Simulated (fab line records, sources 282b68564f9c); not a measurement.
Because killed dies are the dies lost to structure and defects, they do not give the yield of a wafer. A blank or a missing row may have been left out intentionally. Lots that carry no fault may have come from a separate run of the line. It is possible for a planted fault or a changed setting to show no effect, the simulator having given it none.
One fault seen from 2 desks || flow rit cmos || every desk sees just its own numbers, and what lay behind them comes last

## THE TOOL OWNER'S DESK: litho track-01
The tool's own readings at RIT_NRETRO_COAT_01 (resist thk 1300 nm): means of the sampled wafers that have a number, for each lot that ran on this tool. Any lot whose mean is over 4 standard deviations away from the usual mean is out of limits and marked OUT; that distance is given in the brackets.
Columns: A = dispense pressure kPa at RIT_NRETRO_COAT_01, usual 52.4 kPa
{"lot": "L203", "first seen here": "day 3 04:19", "A": 54.2}
{"lot": "L204", "first seen here": "day 3 09:32", "A": 54.2}
{"lot": "L221", "first seen here": "day 6 20:36", "A": 54.2}
This desk's finding: nothing out of limits on any of the 3 lots.

## METROLOGY DESK
Lot by lot, what the gauges showed, no matter which tool ran the lot: averages of those sampled wafers that carry a number. Any lot whose mean is over 4 standard deviations away from the usual mean is out of limits and marked OUT; that distance is given in the brackets.
Columns: A = PWELL_OVL at RIT_PWELL_OVL_MEAS_06, usual 0.2 nm; B = PWELL_TW at RIT_PWELL_TW_MEAS_10, usual 952; C = NWELL_RS at RIT_WELLDRIVE_RS_MEAS_01, usual 275.2 ohm/sq; D = PWELL_RS at RIT_WELLDRIVE_RS_MEAS_02, usual 429.2 ohm/sq; E = NRETRO_OVL at RIT_NRETRO_OVL_MEAS_06, usual -0.4 nm
{"lot": "L199", "first seen here": "day 2 00:55", "A": 0.2, "B": 947, "C": 275.0, "D": 428.2, "E": 1.5}
{"lot": "L203", "first seen here": "day 2 21:56", "A": 1.5, "B": 946, "C": 274.8, "D": 429.0, "E": -0.4}
{"lot": "L204", "first seen here": "day 3 02:08", "A": -1.8, "B": 955, "C": 274.5, "D": 430.4, "E": -1.4}
{"lot": "L209", "first seen here": "day 4 03:35", "A": 0.8, "B": 947, "C": 275.3, "D": 432.2, "E": 1.6}
{"lot": "L218", "first seen here": "day 5 23:37", "A": 1.4, "B": 961, "C": 275.1, "D": 429.0, "E": -1.4}
{"lot": "L221", "first seen here": "day 6 14:26", "A": -1.2, "B": 951, "C": 276.5, "D": 430.3, "E": 0.3}
This desk's finding: nothing out of limits on any of the 6 lots.

## TAKEN TOGETHER
The desk of the tool owner found nothing out of limits.
At the metrology desk, nothing out of limits was observed.

## WHAT HAD BEEN PUT IN BY THE SIMULATOR
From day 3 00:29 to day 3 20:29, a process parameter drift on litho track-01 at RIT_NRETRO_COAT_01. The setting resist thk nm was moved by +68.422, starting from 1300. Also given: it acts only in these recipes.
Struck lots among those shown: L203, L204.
